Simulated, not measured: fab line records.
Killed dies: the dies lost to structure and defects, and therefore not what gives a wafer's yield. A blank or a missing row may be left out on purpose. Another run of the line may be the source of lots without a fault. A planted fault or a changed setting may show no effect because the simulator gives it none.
Which tool was responsible? | flow rit_cmos | 13 lots with 39 wafers sampled at 2 steps, on a route of 202 steps

== WHAT THE GAUGES SHOWED, per wafer ==
RIT_GATE_THK_MEAS_09.
lot  | measured    | on            | GATE_POLY_THK (nm)
L345 | day 2 13:58 | film_metro-01 | 249.8 249.0 246.6
L346 | day 2 19:59 | film_metro-02 | 246.8 248.3 249.8
L347 | day 2 23:31 | film_metro-01 | 249.8 249.2 251.1
L348 | day 3 03:28 | film_metro-01 | 250.8 251.2 251.7
L350 | day 3 16:34 | film_metro-01 | 303.8 305.9 303.3 304.2 305.4 303.2
L352 | day 4 04:32 | film_metro-02 | 251.4 253.0 251.7
L353 | day 4 07:16 | film_metro-02 | 307.6 307.9 309.0 307.5 308.1 308.8
L360 | day 5 16:56 | film_metro-01 | 253.3 253.5 254.8
L362 | day 6 05:39 | film_metro-01 | 253.6 253.4 254.1
L365 | day 6 19:49 | film_metro-03 | 249.1 250.8 250.8
L366 | day 7 00:27 | film_metro-01 | 249.6 247.4 248.6
L367 | day 7 03:31 | film_metro-01 | 249.4 249.6 248.0
L368 | day 7 11:14 | film_metro-02 | 253.2 254.9 254.1

== TOOL THAT RAN EACH LOT (tool first, then ch and the chambers of the sampled wafers, then the start) ==
lot  | RIT_GATE_CVD_08
L345 | lpcvd-01 ch 1, day 2 12:20
L346 | lpcvd-01 ch 1, day 2 18:22
L347 | lpcvd-01 ch 0, day 2 21:54
L348 | lpcvd-01 ch 1, day 3 01:51
L350 | lpcvd-01 ch 0, day 3 14:56
L352 | lpcvd-02 ch 1, day 4 02:55
L353 | lpcvd-01 ch 0, day 4 05:38
L360 | lpcvd-02 ch 1, day 5 15:19
L362 | lpcvd-02 ch 1, day 6 04:02
L365 | lpcvd-02 ch 1, day 6 18:11
L366 | lpcvd-01 ch 0, day 6 22:02
L367 | lpcvd-01 ch 1, day 7 01:54
L368 | lpcvd-02 ch 0, day 7 09:37
- RIT_GATE_CVD_08: deposits poly-Si from SiH4, target thk 250 nm, time 2220 s.

== WHAT THE TOOLS THEMSELVES READ (means of the sampled wafers that have a number; where no wafer has one, the mark that the record gives instead) ==
RIT_GATE_CVD_08.
lot  | tool     | pressure_mtorr (mTorr) | spike_tc_centre_C (C) | zone_power_source_pct (%)
L345 | lpcvd-01 | 299.6                  | 611.4                 | 11.1
L346 | lpcvd-01 | 300.1                  | 611.1                 | 11.0
L347 | lpcvd-01 | 300.5                  | 611.8                 | 10.5
L348 | lpcvd-01 | 300.0                  | 611.6                 | 10.9
L350 | lpcvd-01 | 449.8                  | 611.0                 | 10.4
L352 | lpcvd-02 | 299.4                  | 613.4                 | 13.0
L353 | lpcvd-01 | 450.7                  | 611.5                 | 10.4
L360 | lpcvd-02 | 300.7                  | 612.0                 | 12.9
L362 | lpcvd-02 | 300.8                  | 613.0                 | 12.8
L365 | lpcvd-02 | 300.2                  | 613.4                 | 12.9
L366 | lpcvd-01 | 300.3                  | 611.4                 | 10.5
L367 | lpcvd-01 | 300.2                  | 610.7                 | 10.9
L368 | lpcvd-02 | 299.9                  | 613.5                 | 12.8

== THE ANSWER, worked out from the rows above alone ==
Rule: the usual values come from the lots themselves. Put in order of their means at a reading, lots are off if they are a third of the lots or fewer, leave a main group of 4 or more, and stand apart from it by a gap of 3 or more times the standard deviation of the main group's means; of several such gaps the widest counts. Not used: any main group whose means are identical at the precision the tables above print for the reading. A lot without any number at a reading at which 4 lots or more have one is off too. Where the step has rows for the other lots, those lots are counted as sound. First the gauges in route order, then the tools' own readings, where a lot's mean is used as printed above. The first step at which some lot is off is used, and at that step the reading that is off furthest; a lot without a number counts as furthest.
Off: L350, L353, at RIT_GATE_THK_MEAS_09 (GATE_POLY_THK). Mean 250.9 nm and standard deviation 2.2 in the main group.
A tool fits if, at a process step before that reading, it ran every lot that is off, and no sound lot after the first of them. Not tried: the gauges at RIT_GATE_THK_MEAS_09; whatever is off there is also off at RIT_GATE_CVD_08, on other tools, and gauge error can't account for it. No candidate that was tried fits.

== WHAT THE SIMULATOR PUT IN ==
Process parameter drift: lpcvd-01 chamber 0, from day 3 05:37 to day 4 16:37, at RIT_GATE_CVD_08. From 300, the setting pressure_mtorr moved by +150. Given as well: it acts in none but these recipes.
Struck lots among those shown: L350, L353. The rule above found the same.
